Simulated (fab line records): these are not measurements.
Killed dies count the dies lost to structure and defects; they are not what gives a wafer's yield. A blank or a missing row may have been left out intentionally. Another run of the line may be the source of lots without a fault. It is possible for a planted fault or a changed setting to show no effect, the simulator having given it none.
Problem report in the 8D (eight disciplines) form, filled by code | flow berkeley-cmos170 | the parts of the form that need people (team, actions taken, sign-off) are left out

## 1. PROBLEM STATEMENT
Wafers free of any fault read 0.0311 ohm/sq (standard deviation 0.00036) for M3_AL_RS at UCB170_M3_RS_MEAS_02, against a mean of 0.0339 ohm/sq on 6 wafers of 2 lots. Relative to the usual mean, that is a shift of +7.9 standard deviations.
The step: measures by four-point-probe.
First seen on wafer L681.2, day 12 15:01, on film-metro-02. The record holds 42 wafers of 14 lots with a number at this step. Rule for "out" (also "out of limits"): further than 4 standard deviations from the usual mean. Any other wafer with a number is counted as sound.

## 2. WHAT IT IS; WHAT IT IS NOT
question                    | is                           | is not
which readings at this step | M3_AL_RS                     | -
which lots                  | L681, L682                   | L665, L666, L667, L668, L669, L673, L675, L676, L683, L685, L686, L687
which wafers of those lots  | all that have a number       | -
read on which gauges        | film-metro-02, film-metro-03 | film-metro-01
when                        | from day 12 15:01            | up to then (24 sound wafers); but 12 sound wafers of L683, L685, L686, L687 came after

## 3. WHAT RULES OUT EACH SUSPECT
Counting: a tool at a process step up to the reading stays a suspect if it ran every lot that is out and no sound lot after the first of them.
- the gauge at UCB170_M3_RS_MEAS_02 has been ruled out. The wafers that are out were read on 2 gauges (film-metro-02, film-metro-03).
- pvd-sputter-02 at UCB170_M3_SPUTTER_01 (material Al, target thk 900 nm, time 120 s): kept. It processed each lot that is out, first L681 at day 12 14:55, and no sound lot thereafter; up to then, the last sound lot it processed was L676 at day 11 22:21.
Remaining after the count: pvd-sputter-02 at UCB170_M3_SPUTTER_01.

## 4. THE CAUSE (what the simulator had put in)
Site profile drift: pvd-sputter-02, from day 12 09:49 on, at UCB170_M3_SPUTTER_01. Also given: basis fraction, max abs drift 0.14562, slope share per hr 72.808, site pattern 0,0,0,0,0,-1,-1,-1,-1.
The count eliminated every tool but this one.

## 5. SEQUENCE OF EFFECTS, ordered by route
One row per reading whose mean, taken over the struck wafers that have a number, lies over 3 standard deviations from the usual. Only readings whose record carries a usual standard deviation are examined. hours: median over the lots of the time between each lot's start at the first step of this table that gives one and its start at this step. sigmas: the change, counted in usual standard deviations.
hours | step                    | reading        | usual         | on struck wafers | change  | sigmas
0     | UCB170_M3_RS_MEAS_02    | M3_AL_RS       | 0.0311 ohm/sq | 0.0339           | +0.0028 | +7.9
0     | UCB170_M3_THK_MEAS_03   | M3_AL_THK      | 917 nm        | 847              | -70     | -7.0
3     | UCB170_M3_METAL_ETCH_18 | oes-product-au | 0.879 a.u.    | 0.840            | -0.039  | -4.4
Process steps it contains:
- UCB170_M3_METAL_ETCH_18: etches Al in Cl2/BCl3, stops on SiO2, target depth 1170 nm, time 195 s.

## 6. WHAT WOULD HAVE CAUGHT IT SOONER
5 hours passed between the start of the fault at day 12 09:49 and the first reading out of limits at a measuring or inspecting step in this record, taken at day 12 15:01.
No tool reading at UCB170_M3_SPUTTER_01 that has a usual standard deviation in the record was out on any struck wafer, so an alarm limit of 4 standard deviations on those readings would not have fired.
L682, from the lots that are out (2), started UCB170_M3_SPUTTER_01 on pvd-sputter-02 later than day 12 15:01. Holding the tool at that time would have saved it.
